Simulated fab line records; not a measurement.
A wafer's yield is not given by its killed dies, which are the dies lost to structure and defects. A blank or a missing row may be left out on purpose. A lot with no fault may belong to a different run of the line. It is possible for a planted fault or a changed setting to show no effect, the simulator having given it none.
fab line records	flow rit_cmos
[record] lots = 6	wafers = 18	last_day = 7
route steps=202 shown SILICIDE@163 CONTACT@168 M1@202
lots that met no fault: from a run of the same line without faults
start_h: start of the lot's first displayed wafer, in hours after the record's first day	wait_h: hours elapsed since this lot's preceding step	" the same as in the row above	L1.1+2: a single row standing in for several wafers	- value missing, or start not given	* or withheld: withheld	< > ~ a bound
route shown NAME@n: a module of which the file shows steps, and the number in the route of the first	usual: the fault-free wafers' mean and standard deviation	same: alike in all rows	chamber/n: place in a boat	sites: the reading at each site	_std_site: standard deviation of those values	_edge_site: the outer-site mean with the inner-site mean subtracted	radius_mm: for every site, how far away it sits from the centre of the wafer	mask NAME#n: copy n	behind: the last tool/chamber to shape the wafer	hold: what put the lot on hold/how long, in hours/how the hold closed	device: the transistor (n, p or np) that didn't switch	end of line: the route-end tests of the same wafers	step lacking rows: just its recipe	killed: not the wafer's yield, but the dies lost to structure and defects at the first sort	map: shows each die of a wafer: x if killed, . if not, _ if none is there
set.NAME: the run value of the setting; set.NAME@STEP: its run value at that earlier step	model.NAME: the simulator's own value behind a step, which no gauge read
lots at selected steps of the route; one table per step, one row per wafer
services: a tool's chamber out of use, with start hour (start_h, from the record's first day; less than 0 if before it), hours out, and reason
[[steps]]
[step RIT_SILICIDE_RS_MEAS_02]
[recipe] thk_meas_gauge = four-point-probe	reads = Ti_of_SILICIDE_SPUTTER_01
[usual] SILICIDE_TI_RS = 48.0/0.81
lot.wafer	tool	chamber	start_h	wait_h	SILICIDE_TI_RS[ohm/sq]
L793.1	film_metro-02	-	54.63	0.1	47.3
L793.2	"	-	"	"	47.2
L793.5	"	-	"	"	47.7
L795.2	film_metro-02	-	65.94	0.1	46.4
L795.4	"	-	"	"	46.7
L795.5	"	-	"	"	46.6
L808.1	film_metro-02	-	130.16	0.1	47.4
L808.2	"	-	"	"	47.0
L808.4	"	-	"	"	47.3
L809.4	film_metro-02	-	138.58	0.1	47.7
L809.5	"	-	"	"	49.1
L809.6	"	-	"	"	47.9
L810.3	film_metro-03	-	144.43	0.1	48.9
L810.5	"	-	"	"	49.2
L810.6	"	-	"	"	48.7
L813.3	film_metro-04	-	161.53	0.1	48.7
L813.4	"	-	"	"	48.1
L813.6	"	-	"	"	48.6
[step RIT_SILICIDE_THK_MEAS_03]
[recipe] thk_meas_gauge = xrf	reads = Ti_of_SILICIDE_SPUTTER_01
[usual] SILICIDE_TI_THK = 29.6/0.45
lot.wafer	tool	chamber	start_h	wait_h	SILICIDE_TI_THK[nm]
L793.1	film_metro-02	-	54.75	0.1	30.0
L793.2	"	-	"	"	30.0
L793.5	"	-	"	"	29.7
L795.2	film_metro-02	-	66.05	0.1	30.5
L795.4	"	-	"	"	30.4
L795.5	"	-	"	"	30.2
L808.1	film_metro-02	-	130.28	0.1	30.2
L808.2	"	-	"	"	30.3
L808.4	"	-	"	"	30.1
L809.4	film_metro-02	-	138.67	0.1	30.0
L809.5	"	-	"	"	29.5
L809.6	"	-	"	"	29.7
L810.3	film_metro-03	-	144.53	0.1	29.3
L810.5	"	-	"	"	29.2
L810.6	"	-	"	"	29.4
L813.3	film_metro-04	-	161.63	0.1	29.2
L813.4	"	-	"	"	29.3
L813.6	"	-	"	"	29.2
[step RIT_SILICIDE_RTA_04]
[recipe] temp_c = 650	time_s = 10	idle_temp_c = 25	ramp_up_s = 5	ramp_down_s = 5	cool_to_c = 25	ambient = N2
[usual] chamber_o2_ppm = 1.999/0.022	wafer_temp_C_max = 653.3/0.72
[same] time_s = 10
lot.wafer	tool	chamber	start_h	wait_h	chamber_o2_ppm	wafer_temp_C_max
L793.1	rtp_anneal-02	0	54.81	0.1	2.009	653.6
L793.2	"	0	"	"	2.004	654.0
L793.5	"	0	"	"	1.956	654.2
L795.2	rtp_anneal-02	0	66.11	0.1	1.976	653.8
L795.4	"	0	"	"	1.990	653.3
L795.5	"	0	"	"	1.980	653.4
L808.1	rtp_anneal-01	0	130.34	0.1	2.004	653.0
L808.2	"	0	"	"	2.018	652.5
L808.4	"	0	"	"	1.994	652.0
L809.4	rtp_anneal-02	0	138.73	0.1	1.985	654.8
L809.5	"	0	"	"	1.950	652.2
L809.6	"	0	"	"	1.994	653.7
L810.3	rtp_anneal-01	0	144.59	0.1	2.033	653.0
L810.5	"	0	"	"	1.975	653.3
L810.6	"	0	"	"	1.998	653.6
L813.3	rtp_anneal-02	0	161.69	0.1	1.969	653.8
L813.4	"	0	"	"	1.986	654.8
L813.6	"	0	"	"	1.995	654.3
[step RIT_SILICIDE_WET_ETCH_05]
[recipe] chemistry = SPM	target = Ti	temp_c = 90	time_s = 120	dry = n2_spin
[step RIT_SILICIDE_RTA_06]
[recipe] temp_c = 750	time_s = 10	idle_temp_c = 25	ramp_up_s = 5	ramp_down_s = 10	cool_to_c = 25	ambient = N2
[usual] chamber_o2_ppm = 2.000/0.021	wafer_temp_C_max = 753.8/0.81
[same] time_s = 10
lot.wafer	tool	chamber	start_h	wait_h	chamber_o2_ppm	wafer_temp_C_max
L793.1	rtp_anneal-01	0	54.92	0.0	1.989	752.9
L793.2	"	0	"	"	2.017	753.1
L793.5	"	0	"	"	2.032	754.0
L795.2	rtp_anneal-01	0	66.22	0.0	2.006	754.2
L795.4	"	0	"	"	1.972	754.7
L795.5	"	0	"	"	1.973	753.7
L808.1	rtp_anneal-02	0	130.46	0.0	2.012	754.4
L808.2	"	0	"	"	1.998	754.8
L808.4	"	0	"	"	1.997	754.3
L809.4	rtp_anneal-01	0	138.84	0.0	1.995	754.2
L809.5	"	0	"	"	1.982	752.6
L809.6	"	0	"	"	1.983	753.5
L810.3	rtp_anneal-02	0	144.71	0.0	2.024	753.6
L810.5	"	0	"	"	2.010	753.6
L810.6	"	0	"	"	2.015	752.2
L813.3	rtp_anneal-01	0	161.84	0.0	1.952	754.0
L813.4	"	0	"	"	1.996	753.6
L813.6	"	0	"	"	1.975	754.1
[step RIT_CONTACT_CVD_00]
[recipe] material = SiO2	target_thk_nm = 400	precursor = TEOS	temp_c = 390	time_s = 62.35	rf_w = 400
[usual] heater_power_w = 318/53
[same] time_s = 62.35
lot.wafer	tool	chamber	start_h	wait_h	heater_power_w
L793.1	pecvd-02	0	54.99	0.1	280
L793.2	"	2	"	"	313
L793.5	"	2	"	"	322
L795.2	pecvd-01	1	66.28	0.0	202
L795.4	"	0	"	"	335
L795.5	"	1	"	"	220
L808.1	pecvd-02	1	130.52	0.1	361
L808.2	"	0	"	"	280
L808.4	"	2	"	"	337
L809.4	pecvd-04	1	138.90	0.0	320
L809.5	"	2	"	"	331
L809.6	"	0	"	"	287
L810.3	pecvd-01	1	144.75	0.0	265
L810.5	"	2	"	"	331
L810.6	"	1	"	"	288
L813.3	pecvd-01	1	161.89	0.0	272
L813.4	"	0	"	"	298
L813.6	"	1	"	"	284
[step RIT_CONTACT_THK_MEAS_01]
[recipe] reads = SiO2_of_CONTACT_CVD_00
[usual] CONTACT_TEOS_THK = 409/4.5
lot.wafer	tool	chamber	start_h	wait_h	CONTACT_TEOS_THK[nm]
L793.1	film_metro-03	-	55.04	0.0	411
L793.2	"	-	"	"	410
L793.5	"	-	"	"	416
L795.2	film_metro-01	-	66.34	0.0	406
L795.4	"	-	"	"	408
L795.5	"	-	"	"	416
L808.1	film_metro-01	-	130.57	0.0	406
L808.2	"	-	"	"	408
L808.4	"	-	"	"	410
L809.4	film_metro-01	-	138.96	0.0	413
L809.5	"	-	"	"	411
L809.6	"	-	"	"	412
L810.3	film_metro-02	-	144.82	0.0	410
L810.5	"	-	"	"	415
L810.6	"	-	"	"	414
L813.3	film_metro-03	-	161.96	0.0	410
L813.4	"	-	"	"	412
L813.6	"	-	"	"	412
[step RIT_CONTACT_HMDS_02]
[recipe] prime_time_s = 60	prime_temp_c = 140
[step RIT_CONTACT_COAT_03]
[recipe] resist = NOVOLAK	spin_rpm = 3250	resist_thk_nm = 991.3
[step RIT_CONTACT_SOFTBAKE_04]
[recipe] resist = NOVOLAK	temp_c = 90	time_s = 60
[step RIT_CONTACT_EXPOSE_05]
[recipe] mask_id = M11	na = 0.6	source_shape = conventional	sigma_outer = 0.5	target_cd_nm = 1000	dose_mj = 250
[step RIT_CONTACT_PEB_06]
[recipe] resist = NOVOLAK	temp_c = withheld	time_s = withheld
[step RIT_CONTACT_DEVELOP_07]
[recipe] resist = NOVOLAK	develop_time_s = 120	dev_temp_c = 23
[usual] developer_temp_C = 23.01/0.1
lot.wafer	tool	chamber	start_h	wait_h	developer_temp_C
L793.1	litho_track-01	0	55	-	22.91
L793.2	"	0	"	"	23.01
L793.5	"	0	56	-	23.06
L795.2	litho_track-04	0	67	-	23.01
L795.4	"	0	"	"	22.93
L795.5	"	0	"	"	22.86
L808.1	litho_track-01	0	131	-	23.73
L808.2	"	0	"	"	23.76
L808.4	"	0	"	"	23.80
L809.4	litho_track-01	0	139	-	23.61
L809.5	"	0	"	"	23.62
L809.6	"	0	"	"	23.71
L810.3	litho_track-04	0	145	-	22.86
L810.5	"	0	"	"	23.12
L810.6	"	0	"	"	23.08
L813.3	litho_track-02	0	162	-	23.07
L813.4	"	0	"	"	23.08
L813.6	"	0	"	"	23.04
[step RIT_CONTACT_CD_MEAS_08]
[recipe] target_cd_nm = 1000
[usual] cd_nm = 999.8/2.2
lot.wafer	tool	chamber	start_h	wait_h	cd_nm
L793.1	cd_sem-02	-	56.19	-	1003.3
L793.2	"	-	"	"	1001.9
L793.5	"	-	"	"	1000.5
L795.2	cd_sem-01	-	67.50	-	1000.0
L795.4	"	-	"	"	998.8
L795.5	"	-	"	"	999.5
L808.1	cd_sem-02	-	131.60	-	997.0
L808.2	"	-	"	"	996.5
L808.4	"	-	"	"	999.0
L809.4	cd_sem-02	-	140.01	-	994.6
L809.5	"	-	"	"	994.5
L809.6	"	-	"	"	996.3
L810.3	cd_sem-02	-	145.87	-	998.2
L810.5	"	-	"	"	998.4
L810.6	"	-	"	"	996.7
L813.3	cd_sem-02	-	163.00	-	1002.6
L813.4	"	-	"	"	1001.2
L813.6	"	-	"	"	1001.6
[step RIT_M1_PROBE_99]
[usual] killed_at_contacts = 0.1/0.34	killed_at_front_end = 7/3	killed_dies = 7/3.1	killed_open = 3.4/1.9	killed_short = 3.4/2.1
[same] gross_dies = 264	killed_at_M0_to_M3 = 0	killed_at_M4_up = 0	killed_at_back_side = 0	killed_at_other = 0
lot.wafer	tool	chamber	start_h	wait_h	killed_at_contacts	killed_at_front_end	killed_dies	killed_open	killed_short
L793.1	prober-01	-	61.36	0.1	0	9	9	6	3
L793.2	prober-01	-	61.41	0.1	0	6	6	1	5
L793.5	prober-01	-	61.56	0.2	0	6	6	2	4
L795.2	prober-01	-	73.72	0.1	0	9	9	7	2
L795.4	prober-01	-	73.82	0.2	0	6	6	3	3
L795.5	prober-01	-	73.87	0.2	0	5	5	2	3
L808.1	prober-02	-	138.22	0.1	0	9	9	3	6
L808.2	prober-02	-	138.27	0.1	0	10	10	6	4
L808.4	prober-02	-	138.37	0.2	0	2	2	2	0
L809.4	prober-01	-	146.36	0.2	0	5	5	4	0
L809.5	prober-01	-	146.41	0.2	0	6	6	2	3
L809.6	prober-01	-	146.46	0.2	0	8	8	3	5
L810.3	prober-01	-	151.27	0.2	0	6	6	3	3
L810.5	prober-01	-	151.37	0.2	0	8	8	2	5
L810.6	prober-01	-	151.42	0.2	0	4	4	2	2
L813.3	prober-02	-	168.39	0.2	0	9	9	4	5
L813.4	prober-02	-	168.44	0.2	1	5	6	1	5
L813.6	prober-02	-	168.54	0.2	0	4	4	1	3
// killed by level:class
L793.1 SILICIDE:geometric_particle:open=3 FOX1:geometric_particle:open=1 FOX1:geometric_particle:short=1 GATE:geometric_particle:short=1 GATE:geometric_particle:open=1 SPACER:geometric_particle:open=1 SILICIDE:geometric_particle:short=1
L793.2 GATE:geometric_particle:short=2 FOX2:geometric_particle:short=1 SPACER:geometric_particle:short=1 SPACER:geometric_particle:open=1 SILICIDE:geometric_particle:short=1
L793.5 GATE:geometric_particle:open=2 REOX:geometric_particle:short=2 FOX1:geometric_particle:short=1 FOX2:geometric_particle:short=1
L795.2 GATE:geometric_particle:open=4 FOX1:geometric_particle:open=2 GATE:geometric_particle:short=1 SPACER:geometric_particle:short=1 SILICIDE:geometric_particle:open=1
L795.4 GATE:geometric_particle:short=2 GATE:geometric_particle:open=2 FOX1:geometric_particle:short=1 SILICIDE:geometric_particle:open=1
L795.5 FOX1:geometric_particle:short=1 FOX2:geometric_particle:short=1 FOX2:geometric_particle:open=1 REOX:geometric_particle:open=1 SPACER:geometric_particle:short=1
L808.1 REOX:geometric_particle:short=3 FOX1:geometric_particle:short=2 GATE:geometric_particle:open=2 GATE:geometric_particle:short=1 REOX:geometric_particle:open=1
L808.2 FOX1:geometric_particle:open=4 FOX1:geometric_particle:short=2 GATE:geometric_particle:open=2 GATE:geometric_particle:short=1 SILICIDE:geometric_particle:short=1
L808.4 FOX2:geometric_particle:open=1 SILICIDE:geometric_particle:open=1
L809.4 SILICIDE:geometric_particle:open=2 REOX:geometric_particle:open=1 SPACER:geometric_particle:open=1 GATE:coat_microbubble_printed=1
L809.5 SILICIDE:geometric_particle:short=2 GATE:geometric_particle:open=1 REOX:geometric_particle:short=1 SILICIDE:geometric_particle:open=1 GATE:coat_microbubble_printed=1
L809.6 REOX:geometric_particle:short=3 GATE:geometric_particle:short=2 GATE:geometric_particle:open=1 REOX:geometric_particle:open=1 SILICIDE:geometric_particle:open=1
L810.3 GATE:geometric_particle:short=2 GATE:geometric_particle:open=2 FOX1:geometric_particle:open=1 SPACER:geometric_particle:short=1
L810.5 GATE:geometric_particle:short=2 FOX1:geometric_particle:short=1 GATE:geometric_particle:open=1 REOX:geometric_particle:short=1 SPACER:geometric_particle:short=1 SILICIDE:geometric_particle:open=1 PWELL:coat_microbubble_printed=1
L810.6 FOX1:geometric_particle:open=1 FOX1:geometric_particle:short=1 GATE:geometric_particle:open=1 REOX:geometric_particle:short=1
L813.3 GATE:geometric_particle:short=3 SPACER:geometric_particle:open=2 FOX1:geometric_particle:open=1 FOX2:geometric_particle:short=1 GATE:geometric_particle:open=1 REOX:geometric_particle:short=1
L813.4 SPACER:geometric_particle:short=2 FOX2:geometric_particle:short=1 SPACER:geometric_particle:open=1 SILICIDE:geometric_particle:short=1 CONTACT:geometric_particle:short=1
L813.6 GATE:geometric_particle:short=2 FOX1:geometric_particle:short=1 GATE:geometric_particle:open=1
[[services]]
tool	chamber	start_h	hours	kind
pecvd-02	2	60.50	3.6	repair
rtp_anneal-01	-	69.45	3.5	pm
pecvd-02	0	93.11	21.0	repair
litho_track-01	-	103.88	-	consumable_replace:filter
pecvd-04	-	135.69	0.4	repair
[[key]]
[first_sign] step = RIT_CONTACT_DEVELOP_07	reading = developer_temp_C	direction = up	sigmas = 7	usual = *	struck = *
[effect] step = RIT_CONTACT_CD_MEAS_08	reading = cd_nm	direction = down	sigmas = 1.6	usual = 999.8	struck = 996.3	through = control_loop
met_at RIT_CONTACT_DEVELOP_07
struck_wafers L808.1,L808.2,L808.4,L809.4,L809.5,L809.6
tester_left_out L808,L809
[loop_trim] step = RIT_CONTACT_EXPOSE_05	setting = dose	lots = L809
onset_between 55 131
[fault] kind = process_parameter_drift	tool = litho_track-01	chamber = -	onset_h = 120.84	steps = RIT_CONTACT_DEVELOP_07	channel = dev_temp_c	offset = *	shape = step	end_h = 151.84	acts_in = *	stated = *
// tester_left_out: of these lots the tester's yield and bins aren't shown, on N5 and GAA mostly nor the transistor test; their killed dies are dies lost to structure and defects alone, not to doping, threshold or leakage, so they don't give the yield
// loop_trim: a control loop set the setting to another value than it would have without faults
